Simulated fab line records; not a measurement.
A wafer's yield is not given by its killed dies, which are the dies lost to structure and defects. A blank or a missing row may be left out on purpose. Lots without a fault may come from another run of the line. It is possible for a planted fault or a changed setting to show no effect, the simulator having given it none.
fab line records	flow rit_cmos
[record] lots = 6	wafers = 18	last_day = 7
route steps=202 shown NWELL@35 PWELL@39 WELLDRIVE@50 NRETRO@53 M1@202
lots untouched by any fault: they come from a run of this same line in which no faults occurred
start_h: start of the lot's first displayed wafer, in hours after the record's first day	wait_h: hours from the lot's prior step to this one	" repeats the value in the row above	L1.1+2: several wafers, shown together as one row	- no value present, or no start provided	* or withheld: withheld	< > ~ a bound
route shown NAME@n: names a module that has steps shown in the file, with the first one's number in the route	usual: the fault-free wafers' mean and standard deviation	same: alike in all rows	chamber/n: place in a boat	sites: each site's reading	_std_site: the values' standard deviation	_edge_site: the outer-site mean with the inner-site mean subtracted	radius_mm: for every site, how far away it sits from the centre of the wafer	mask NAME#n: copy n	behind: the most recent tool/chamber to have shaped the wafer	hold: what put the lot on hold/how long, in hours/how the hold closed	device: names the non-switching transistor (n, p or np)	end of line: the tests these same wafers got at the end of their route	where a step has no rows: the recipe by itself	killed: dies that structure and defects cost at the first sort, which is not the same as the wafer's yield	map: a wafer's dies, x killed, . not, _ none there
set.NAME: setting as actually run; set.NAME@STEP: the setting as run at that earlier step	model.NAME: the simulator's own value behind a step, which no gauge read
lots seen at some steps along the route; tables by step, rows by wafer
services: when a tool's chamber went out of use (start_h, in hours from the record's first day, below 0 if earlier), for how many hours, and the reason
[[steps]]
[step RIT_NWELL_HARDBAKE_07]
[recipe] resist = NOVOLAK	temp_c = 140	time_s = 120
[step RIT_NWELL_IMPLANT_08]
[recipe] species = P	energy_kev = 170	dose_cm2 = 5e+13	tilt_deg = 7
[step RIT_NWELL_STRIP_09]
[recipe] chemistry = O2	time_s = 180	resist = NOVOLAK	platen_temp_c = withheld	power_w = 500	pressure_mtorr = 4000	o2_flow_sccm = 4000
[usual] drypump_motor_current_A = 5.7/0.33
[same] time_s = 180
lot.wafer	tool	chamber	start_h	wait_h	drypump_motor_current_A	rf_hours_counter_h
L966.2	plasma_asher-04	0	36.34	0.1	5.7	24
L966.4	"	0	"	"	5.7	-
L966.5	"	1	"	"	5.3	-
L970.3	plasma_asher-04	1	55.90	0.1	5.3	-
L970.4	"	0	"	"	5.7	-
L970.6	"	1	"	"	5.4	-
L973.1	plasma_asher-01	0	70.86	0.1	5.3	42
L973.2	"	1	"	"	6.2	42
L973.5	"	0	"	"	5.3	-
L974.2	plasma_asher-01	1	77.13	0.1	6.2	43
L974.3	"	1	"	"	6.2	-
L974.5	"	0	"	"	5.3	-
L981.3	plasma_asher-04	0	110.79	0.1	5.7	-
L981.5	"	0	"	"	5.7	-
L981.6	"	1	"	"	5.3	-
L983.1	plasma_asher-04	0	121.08	0.1	5.7	33
L983.2	"	1	"	"	5.4	33
L983.3	"	1	"	"	5.3	-
[step RIT_NWELL_TW_MEAS_10]
[usual] NWELL_TW = 2150/17
lot.wafer	tool	chamber	start_h	wait_h	NWELL_TW
L966.2	film_metro-01	-	36.53	0.1	2183
L966.4	"	-	"	"	2156
L966.5	"	-	"	"	2166
L970.3	film_metro-03	-	56.03	0.1	2149
L970.4	"	-	"	"	2153
L970.6	"	-	"	"	2156
L973.1	film_metro-02	-	71.04	0.1	2149
L973.2	"	-	"	"	2144
L973.5	"	-	"	"	2133
L974.2	film_metro-02	-	77.31	0.1	2134
L974.3	"	-	"	"	2122
L974.5	"	-	"	"	2122
L981.3	film_metro-01	-	110.93	0.1	2157
L981.5	"	-	"	"	2160
L981.6	"	-	"	"	2156
L983.1	film_metro-02	-	121.26	0.1	2148
L983.2	"	-	"	"	2152
L983.3	"	-	"	"	2138
[step RIT_PWELL_HMDS_00]
[recipe] prime_time_s = 60	prime_temp_c = 140
[step RIT_PWELL_COAT_01]
[recipe] resist = NOVOLAK	spin_rpm = 2000	resist_thk_nm = 1300
[step RIT_PWELL_SOFTBAKE_02]
[recipe] resist = NOVOLAK	temp_c = 90	time_s = 60
[step RIT_PWELL_EXPOSE_03]
[recipe] mask_id = M3	na = 0.57	target_cd_nm = 43700	dose_mj = 250
[step RIT_PWELL_PEB_04]
[recipe] resist = NOVOLAK	temp_c = withheld	time_s = withheld
[step RIT_PWELL_DEVELOP_05]
[recipe] resist = NOVOLAK	develop_time_s = 68	dev_temp_c = 23
[step RIT_PWELL_OVL_MEAS_06]
[usual] PWELL_OVL = -0.2/1.4
lot.wafer	tool	chamber	start_h	wait_h	PWELL_OVL[nm]
L966.2	overlay-02	-	37.50	-	-0.4
L966.4	"	-	"	"	-0.9
L966.5	"	-	"	"	-0.3
L970.3	overlay-02	-	56.97	-	0.6
L970.4	"	-	"	"	1.7
L970.6	"	-	"	"	0.6
L973.1	overlay-02	-	71.98	-	-0.3
L973.2	"	-	"	"	-1.7
L973.5	"	-	"	"	-0.8
L974.2	overlay-02	-	78.25	-	0.5
L974.3	"	-	"	"	0.1
L974.5	"	-	"	"	1.0
L981.3	overlay-02	-	111.86	-	-0.1
L981.5	"	-	"	"	-1.3
L981.6	"	-	"	"	1.8
L983.1	overlay-01	-	122.20	-	1.2
L983.2	"	-	"	"	-0.6
L983.3	"	-	"	"	1.7
[step RIT_PWELL_HARDBAKE_07]
[recipe] resist = NOVOLAK	temp_c = 140	time_s = 120
[step RIT_PWELL_IMPLANT_08]
[recipe] species = B	energy_kev = 170	dose_cm2 = 7e+13	tilt_deg = 7
[usual] dose_ions_cm2 = 7.001e+13/8.3e+10	faraday_current_uA = 221/3.9
lot.wafer	tool	chamber	start_h	wait_h	dose_ions_cm2	faraday_current_uA
L966.2	implanter-01	0	37.80	0.2	7.016e+13	225
L966.4	"	0	"	"	7.005e+13	222
L966.5	"	0	"	"	7.015e+13	217
L970.3	implanter-04	0	57.29	0.2	6.996e+13	225
L970.4	"	0	"	"	7.001e+13	223
L970.6	"	0	"	"	6.998e+13	219
L973.1	implanter-04	0	72.26	0.2	1.1202e+14	350
L973.2	"	0	"	"	1.1195e+14	362
L973.5	"	0	"	"	1.1194e+14	365
L974.2	implanter-04	0	78.55	0.2	1.1197e+14	356
L974.3	"	0	"	"	1.1196e+14	353
L974.5	"	0	"	"	1.1195e+14	351
L981.3	implanter-03	0	112.19	0.2	7.005e+13	220
L981.5	"	0	"	"	6.997e+13	225
L981.6	"	0	"	"	7.002e+13	228
L983.1	implanter-01	0	122.48	0.2	6.995e+13	222
L983.2	"	0	"	"	6.986e+13	222
L983.3	"	0	"	"	7.001e+13	225
[step RIT_PWELL_STRIP_09]
[recipe] chemistry = O2	time_s = 180	resist = NOVOLAK	platen_temp_c = withheld	power_w = 500	pressure_mtorr = 4000	o2_flow_sccm = 4000
[usual] drypump_motor_current_A = 5.6/0.44
[same] time_s = 180
lot.wafer	tool	chamber	start_h	wait_h	drypump_motor_current_A	rf_hours_counter_h
L966.2	plasma_asher-03	0	37.93	0.1	5.0	39
L966.4	"	0	"	"	5.0	-
L966.5	"	1	"	"	5.8	-
L970.3	plasma_asher-01	1	57.45	0.1	6.2	-
L970.4	"	0	"	"	5.3	-
L970.6	"	0	"	"	5.3	-
L973.1	plasma_asher-03	0	72.41	0.1	5.0	43
L973.2	"	1	"	"	5.8	43
L973.5	"	0	"	"	5.0	-
L974.2	plasma_asher-01	1	78.68	0.1	6.2	43
L974.3	"	0	"	"	5.3	-
L974.5	"	0	"	"	5.3	-
L981.3	plasma_asher-04	1	112.35	0.1	5.3	-
L981.5	"	0	"	"	5.7	-
L981.6	"	1	"	"	5.3	-
L983.1	plasma_asher-01	0	122.63	0.1	5.3	1
L983.2	"	1	"	"	6.2	1
L983.3	"	1	"	"	6.2	-
[step RIT_PWELL_TW_MEAS_10]
[usual] PWELL_TW = 956/8.3
lot.wafer	tool	chamber	start_h	wait_h	PWELL_TW
L966.2	film_metro-01	-	38.11	0.1	966
L966.4	"	-	"	"	971
L966.5	"	-	"	"	964
L970.3	film_metro-02	-	57.58	0.1	945
L970.4	"	-	"	"	944
L970.6	"	-	"	"	945
L973.1	film_metro-01	-	72.59	0.1	1120
L973.2	"	-	"	"	1120
L973.5	"	-	"	"	1122
L974.2	film_metro-01	-	78.86	0.1	1120
L974.3	"	-	"	"	1121
L974.5	"	-	"	"	1125
L981.3	film_metro-02	-	112.48	0.1	944
L981.5	"	-	"	"	951
L981.6	"	-	"	"	949
L983.1	film_metro-01	-	122.81	0.1	961
L983.2	"	-	"	"	953
L983.3	"	-	"	"	952
[step RIT_WELLDRIVE_ANNEAL_00]
[recipe] temp_c = 1100	time_s = 14700	ambient = N2
[step RIT_WELLDRIVE_RS_MEAS_01]
[recipe] thk_meas_gauge = four-point-probe
[usual] NWELL_RS = 275.3/0.82
lot.wafer	tool	chamber	start_h	wait_h	NWELL_RS[ohm/sq]
L966.2	film_metro-01	-	43.41	0.0	275.7
L966.4	"	-	"	"	275.6
L966.5	"	-	"	"	275.7
L970.3	film_metro-01	-	62.75	0.0	274.1
L970.4	"	-	"	"	273.7
L970.6	"	-	"	"	273.8
L973.1	film_metro-01	-	77.73	0.0	274.6
L973.2	"	-	"	"	273.9
L973.5	"	-	"	"	273.8
L974.2	film_metro-01	-	84.01	0.0	275.1
L974.3	"	-	"	"	274.7
L974.5	"	-	"	"	276.0
L981.3	film_metro-03	-	118.14	0.0	275.0
L981.5	"	-	"	"	275.0
L981.6	"	-	"	"	275.8
L983.1	film_metro-03	-	128.24	0.0	276.0
L983.2	"	-	"	"	275.3
L983.3	"	-	"	"	275.8
[step RIT_WELLDRIVE_RS_MEAS_02]
[recipe] thk_meas_gauge = four-point-probe
[usual] PWELL_RS = 429.5/1.2
lot.wafer	tool	chamber	start_h	wait_h	PWELL_RS[ohm/sq]
L966.2	film_metro-01	-	43.53	0.1	428.9
L966.4	"	-	"	"	427.6
L966.5	"	-	"	"	428.1
L970.3	film_metro-01	-	62.87	0.1	430.3
L970.4	"	-	"	"	430.5
L970.6	"	-	"	"	429.2
L973.1	film_metro-01	-	77.85	0.1	321.9
L973.2	"	-	"	"	321.3
L973.5	"	-	"	"	321.2
L974.2	film_metro-01	-	84.13	0.1	319.7
L974.3	"	-	"	"	320.3
L974.5	"	-	"	"	320.3
L981.3	film_metro-03	-	118.26	0.1	429.6
L981.5	"	-	"	"	430.1
L981.6	"	-	"	"	429.6
L983.1	film_metro-03	-	128.36	0.1	430.0
L983.2	"	-	"	"	428.3
L983.3	"	-	"	"	429.8
[step RIT_NRETRO_HMDS_00]
[recipe] prime_time_s = 60	prime_temp_c = 140
[step RIT_M1_PROBE_99]
[usual] killed_at_contacts = 0.1/0.34	killed_at_front_end = 7/3	killed_dies = 7/3.1	killed_open = 3.4/1.9	killed_short = 3.4/2.1
[same] gross_dies = 264	killed_at_M0_to_M3 = 0	killed_at_M4_up = 0	killed_at_back_side = 0	killed_at_other = 0
lot.wafer	tool	chamber	start_h	wait_h	killed_at_contacts	killed_at_front_end	killed_dies	killed_open	killed_short	model.etest.nmos_0p3.r_on_ohm_um	model.etest.nmos_0p15.r_on_ohm_um	model.etest.pwell_pinched.rs_ohm_sq	model.etest.nmos_turned.drive_ua_um	model.etest.pwell.rs_ohm_sq	model.etest.nmos_0p15.drive_ua_um	model.etest.nmos_narrow.drive_ua_um	model.etest.nmos_0p3.drive_ua_um
L966.2	prober-01	-	73.72	0.1	0	9	9	7	2	2084	1070	455.8	350.3	422	493.2	232.4	233.9
L966.4	prober-01	-	73.82	0.2	0	6	6	3	3	2117	1120	464.4	345.9	421.1	488.1	236.9	238.2
L966.5	prober-01	-	73.87	0.2	0	5	5	2	3	2101	1133	470.5	352.6	420.7	485.6	233.9	238.3
L970.3	prober-01	-	95.29	0.2	0	12	12	6	6	2131	1129	463.3	342.7	422.4	472.2	237.9	231.4
L970.4	prober-01	-	95.34	0.2	1	4	5	3	2	2149	1160	464.4	326.5	419.5	460	234.8	230.9
L970.6	prober-01	-	95.44	0.2	0	9	9	4	5	2127	1136	469	351.5	417.3	481.4	239.7	235.8
L973.1	prober-02	-	106.32	0.1	0	4	4	4	0	2508	1285	336.6	233.5	305	374.2	177.9	173.1
L973.2	prober-02	-	106.37	0.1	0	3	3	1	2	2540	1285	335.1	235.8	304.2	373.2	172.2	169.6
L973.5	prober-02	-	106.52	0.2	0	2	2	0	2	2555	1318	338.8	230	305.5	368.1	172.1	169.1
L974.2	prober-01	-	113.19	0.1	1	3	4	1	1	2550	1329	338.8	217.7	306.9	356.8	170.6	168.1
L974.3	prober-01	-	113.24	0.2	0	3	3	1	1	2569	1292	340.3	226.8	303.4	364	169.9	165.7
L974.5	prober-01	-	113.34	0.2	0	4	4	1	3	2584	1287	338.1	229	304	368.5	166	165.1
L981.3	prober-01	-	151.27	0.2	0	6	6	3	3	2142	1117	464	343.2	415.9	471.7	227.9	225.9
L981.5	prober-01	-	151.37	0.2	0	8	8	2	5	2127	1088	457.6	355.7	416.3	489.9	228.1	227.4
L981.6	prober-01	-	151.42	0.2	0	4	4	2	2	2166	1130	458.5	337.4	414.4	467.8	225.5	224.2
L983.1	prober-01	-	158.83	0.1	0	5	5	3	2	2030	1052	454.2	367.2	419.2	502.9	245.9	246.4
L983.2	prober-01	-	158.88	0.1	0	7	7	6	1	2073	1108	458	371.1	408.2	512.9	249.6	247.3
L983.3	prober-01	-	158.93	0.2	0	5	5	2	3	2088	1096	455.7	357.2	412.6	499	243.3	240.1
// killed by level:class
L966.2 GATE:geometric_particle:open=4 FOX1:geometric_particle:open=2 GATE:geometric_particle:short=1 SPACER:geometric_particle:short=1 SILICIDE:geometric_particle:open=1
L966.4 GATE:geometric_particle:short=2 GATE:geometric_particle:open=2 FOX1:geometric_particle:short=1 SILICIDE:geometric_particle:open=1
L966.5 FOX1:geometric_particle:short=1 FOX2:geometric_particle:short=1 FOX2:geometric_particle:open=1 REOX:geometric_particle:open=1 SPACER:geometric_particle:short=1
L970.3 FOX1:geometric_particle:short=2 GATE:geometric_particle:short=2 REOX:geometric_particle:open=2 SPACER:geometric_particle:open=2 SILICIDE:geometric_particle:open=2 FOX2:geometric_particle:short=1 REOX:geometric_particle:short=1
L970.4 GATE:geometric_particle:open=2 GATE:geometric_particle:short=1 SILICIDE:geometric_particle:short=1 CONTACT:geometric_particle:open=1
L970.6 SILICIDE:geometric_particle:short=3 REOX:geometric_particle:open=2 FOX2:geometric_particle:open=1 GATE:geometric_particle:open=1 REOX:geometric_particle:short=1 SPACER:geometric_particle:short=1
L973.1 SPACER:geometric_particle:open=2 FOX1:geometric_particle:open=1 GATE:geometric_particle:open=1
L973.2 FOX1:geometric_particle:open=1 FOX1:geometric_particle:short=1 GATE:geometric_particle:short=1
L973.5 FOX1:geometric_particle:short=1 SPACER:geometric_particle:short=1
L974.2 NSD:coat_microbubble_printed=2 FOX1:geometric_particle:short=1 CONTACT:geometric_particle:open=1
L974.3 FOX1:geometric_particle:open=1 SILICIDE:geometric_particle:short=1 NSD:coat_microbubble_printed=1
L974.5 GATE:geometric_particle:short=2 REOX:geometric_particle:open=1 SPACER:geometric_particle:short=1
L981.3 GATE:geometric_particle:short=2 GATE:geometric_particle:open=2 FOX1:geometric_particle:open=1 SPACER:geometric_particle:short=1
L981.5 GATE:geometric_particle:short=2 FOX1:geometric_particle:short=1 GATE:geometric_particle:open=1 REOX:geometric_particle:short=1 SPACER:geometric_particle:short=1 SILICIDE:geometric_particle:open=1 PWELL:coat_microbubble_printed=1
L981.6 FOX1:geometric_particle:open=1 FOX1:geometric_particle:short=1 GATE:geometric_particle:open=1 REOX:geometric_particle:short=1
L983.1 SPACER:geometric_particle:open=2 SPACER:geometric_particle:short=2 SILICIDE:geometric_particle:open=1
L983.2 GATE:geometric_particle:open=4 GATE:geometric_particle:short=1 REOX:geometric_particle:open=1 SILICIDE:geometric_particle:open=1
L983.3 FOX2:geometric_particle:short=1 GATE:geometric_particle:short=1 GATE:geometric_particle:open=1 SILICIDE:geometric_particle:short=1 SILICIDE:geometric_particle:open=1
[[services]]
tool	chamber	start_h	hours	kind
implanter-01	-	13.96	4.5	pm
implanter-04	-	22.55	0.8	repair
implanter-04	-	41.50	1.9	pm
implanter-03	-	45.29	3.1	repair
implanter-01	-	60.34	0.6	repair
implanter-03	-	65.50	4.0	pm
plasma_asher-01	-	108.75	9.0	pm
plasma_asher-01	0	108.75	9.0	vent_cycle
plasma_asher-01	1	108.75	9.0	vent_cycle
plasma_asher-01	0	117.75	-	clean
plasma_asher-01	1	117.75	-	clean
[[key]]
[first_sign] step = RIT_PWELL_IMPLANT_08	reading = dose_ions_cm2	direction = up	sigmas = 99+	usual = 7.001e+13	struck = 1.1196e+14
[effect] step = RIT_PWELL_IMPLANT_08	reading = faraday_current_uA	direction = up	sigmas = 34	usual = 221	struck = 356
[effect] step = RIT_PWELL_TW_MEAS_10	reading = PWELL_TW	direction = up	sigmas = 20	usual = 956	struck = 1121
[effect] step = RIT_WELLDRIVE_RS_MEAS_02	reading = PWELL_RS	direction = down	sigmas = 88	usual = 429.5	struck = 320.8
[model_effect] step = RIT_M1_PROBE_99	value = etest.nmos_0p3.r_on_ohm_um	without = 2121	struck = 2551
met_at RIT_PWELL_IMPLANT_08
struck_wafers L973.1,L973.2,L973.5,L974.2,L974.3,L974.5
tester_left_out L973,L974
onset_between 57.29 72.26
[fault] kind = process_parameter_drift	tool = implanter-04	chamber = -	onset_h = 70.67	steps = RIT_PWELL_IMPLANT_08	channel = dose_cm2	offset = 4.2e+13	shape = step	end_h = 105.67	acts_in = these_recipes_only	stated = 7e+13
// tester_left_out: of these lots the tester's yield and bins aren't shown, on N5 and GAA mostly nor the transistor test; their killed dies are dies lost to structure and defects alone, not to doping, threshold or leakage, so they don't give the yield
